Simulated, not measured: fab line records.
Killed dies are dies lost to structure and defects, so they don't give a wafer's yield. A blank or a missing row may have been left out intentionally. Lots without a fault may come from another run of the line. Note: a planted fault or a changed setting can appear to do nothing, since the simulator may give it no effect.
Split-lot trial -- flow berkeleyCmos170 -- on a route of 331 steps: 5 lots, 23 wafers read

## ABOUT THE SPLIT
At UCB170_START_OXIDATION_02 (target thk 20 nm, ox time 1800 s), the setting tempC was moved away from the recipe's 950 C on 20 of the 23 wafers read, by -1.6% to +1.0%. For the rest of the wafers, this setting stayed at what the recipe calls for.

The file shows no step between the split and the reading.

## THE READING
START_OXIDE_THK in nanometres, read at UCB170_START_THK_MEAS_03. Typical for fault-free wafers on this fab line: 20.1 nm, with standard deviation 0.35 nm.

wafer,"tool, chamber at the split","tempC as run, C",against the recipe,"START_OXIDE_THK, nm",against lot-mates on the recipe
L075.1,"-, -",959.7,+1.0%,22.8,no lot-mate on the recipe
L075.3,"-, -",959.7,+1.0%,23.0,no lot-mate on the recipe
L075.4,"-, -",959.7,+1.0%,22.8,no lot-mate on the recipe
L075.5,"-, -",959.7,+1.0%,22.7,no lot-mate on the recipe
L075.6,"-, -",959.7,+1.0%,22.8,no lot-mate on the recipe
L078.1,"furnace-02, 0",950,recipe,20.1,-
L078.5,"furnace-02, 0",950,recipe,20.1,-
L078.6,"furnace-02, 0",950,recipe,20.0,-
L082.1,"-, -",935.2,-1.6%,16.3,no lot-mate on the recipe
L082.2,"-, -",935.2,-1.6%,16.1,no lot-mate on the recipe
L082.3,"-, -",935.2,-1.6%,16.2,no lot-mate on the recipe
L082.5,"-, -",935.2,-1.6%,16.2,no lot-mate on the recipe
L082.6,"-, -",935.2,-1.6%,16.0,no lot-mate on the recipe
L084.1,"-, -",938.5,-1.2%,17.4,no lot-mate on the recipe
L084.2,"-, -",938.5,-1.2%,17.3,no lot-mate on the recipe
L084.3,"-, -",938.5,-1.2%,17.6,no lot-mate on the recipe
L084.4,"-, -",938.5,-1.2%,17.8,no lot-mate on the recipe
L084.6,"-, -",938.5,-1.2%,17.4,no lot-mate on the recipe
L085.1,"-, -",937.6,-1.3%,17.1,no lot-mate on the recipe
L085.2,"-, -",937.6,-1.3%,17.1,no lot-mate on the recipe
L085.4,"-, -",937.6,-1.3%,17.0,no lot-mate on the recipe
L085.5,"-, -",937.6,-1.3%,17.3,no lot-mate on the recipe
L085.6,"-, -",937.6,-1.3%,17.1,no lot-mate on the recipe

THE FIT
A straight line over all 23 wafers: START_OXIDE_THK changes by +2.48 nm for each +1% of tempC; r = +1.00; the points scatter about the line by 0.22 nm.
Too few moved wafers with a lot-mate on the recipe to fit a line net of each lot's own level.

## THE WHOLE CHAIN: every reading that the file lists as answering this split, in the file's order
step,what it does,reading,change (the file's fit),r (the file's)
UCB170_START_OXIDATION_02,"target thk 20 nm, ox time 1800 s","SiO2_of_START_OXIDATION_02.thkNm (the simulator's own value, which no gauge read)",+2.46 nm for each +1% of the setting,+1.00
UCB170_START_THK_MEAS_03,,START_OXIDE_THK,+2.48 for each +1% of the setting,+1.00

## FILE'S OWN FIT
START_OXIDE_THK changes by +2.48 nm for each +1% of tempC, r = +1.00.
